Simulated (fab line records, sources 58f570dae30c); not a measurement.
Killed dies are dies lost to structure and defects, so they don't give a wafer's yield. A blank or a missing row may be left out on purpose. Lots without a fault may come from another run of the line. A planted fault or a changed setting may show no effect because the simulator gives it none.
One fault seen from 2 desks | flow berkeley_cmos170 | each desk has only its own numbers; what lay behind them comes last

THE TOOL OWNER'S DESK: rie_diel-03
The tool's own readings at UCB170_CONTACT_ETCH_18 (etches PSG in CHF3/CF4/Ar, stops on TiSi2, target depth 840 nm, time 195 s): means of the sampled wafers that have a number, for each lot that ran on this tool. A lot is out of limits, marked OUT, if its mean lies more than 4 standard deviations from the usual mean; the brackets give that distance.
Columns: A = drypump_motor_current_A at UCB170_CONTACT_ETCH_18, usual 5.5 A; B = mfc_ar_sccm at UCB170_CONTACT_ETCH_18, usual 150.0 sccm; C = oes_product_au at UCB170_CONTACT_ETCH_18, usual 0.887 a.u.; D = rf_fwd_power_W at UCB170_CONTACT_ETCH_18, usual 697.4 W; E = run_length_s at UCB170_CONTACT_ETCH_18, usual 223.4 s; F = throttle_valve_pct at UCB170_CONTACT_ETCH_18, usual 7.00 %
lot  | first seen here | A   | B     | C     | D     | E               | F
L309 | day 8 11:00     | 5.3 | 150.7 | 0.885 | 695.7 | 223.5           | 6.95
L311 | day 9 02:00     | 5.5 | 150.1 | 0.891 | 695.1 | 223.2           | 7.00
L312 | day 9 08:00     | 5.6 | 150.1 | 0.860 | 699.2 | 235.3 (+27) OUT | 7.06
L315 | day 10 06:00    | 5.5 | 149.8 | 0.858 | 698.4 | 234.7 (+26) OUT | 7.00
This desk's finding: out of limits on L312, L315; first on L312, day 9 08:00 (run_length_s at UCB170_CONTACT_ETCH_18). In limits: L309, L311.

THE METROLOGY DESK
What the gauges read, lot by lot, whatever tool the lot ran on: means of the sampled wafers that have a number. A lot is out of limits, marked OUT, if its mean lies more than 4 standard deviations from the usual mean; the brackets give that distance.
Columns: A = cd_nm at UCB170_NSD_CD_MEAS_06, usual 1199.6 nm; B = CONTACT_PSG_THK at UCB170_CONTACT_THK_MEAS_02, usual 698 nm
lot  | first seen here | A      | B
L305 | day 7 13:06     | 1199.7 | 701
L306 | day 8 02:53     | 1200.3 | 693
L309 | day 8 03:02     | 1200.3 | 710
L307 | day 8 03:19     | 1200.5 | 693
L308 | day 8 03:27     | 1197.7 | 698
L311 | day 8 20:08     | 1199.9 | 702
L310 | day 8 20:25     | 1201.5 | 702
L312 | day 9 01:40     | 1200.4 | 706
L314 | day 9 22:31     | 1200.3 | 691
L315 | day 9 22:48     | 1201.0 | 698
L320 | day 10 20:19    | 1201.2 | 691
L323 | day 11 04:43    | 1199.7 | 697
L325 | day 11 13:09    | 1198.4 | 692
L328 | day 12 07:59    | 1199.5 | 693
This desk's finding: nothing out of limits on any of the 14 lots.

PUT TOGETHER
The tool owner's desk could have raised an alarm at day 9 08:00, on L312, L315.
The metrology desk saw nothing out of limits.
The metrology desk has L312, L315 on record, within its limits.
Of the lots named, all ran UCB170_CONTACT_ETCH_18 on rie_diel-03.

WHAT THE SIMULATOR HAD PUT IN
Process parameter drift: rie_diel-03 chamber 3, from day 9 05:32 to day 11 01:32, at UCB170_CONTACT_ETCH_18. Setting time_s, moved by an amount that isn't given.
Lots struck among those shown: L312, L315.
Hours from the fault's start to each desk's first reading out of limits: the tool owner's desk, 2.
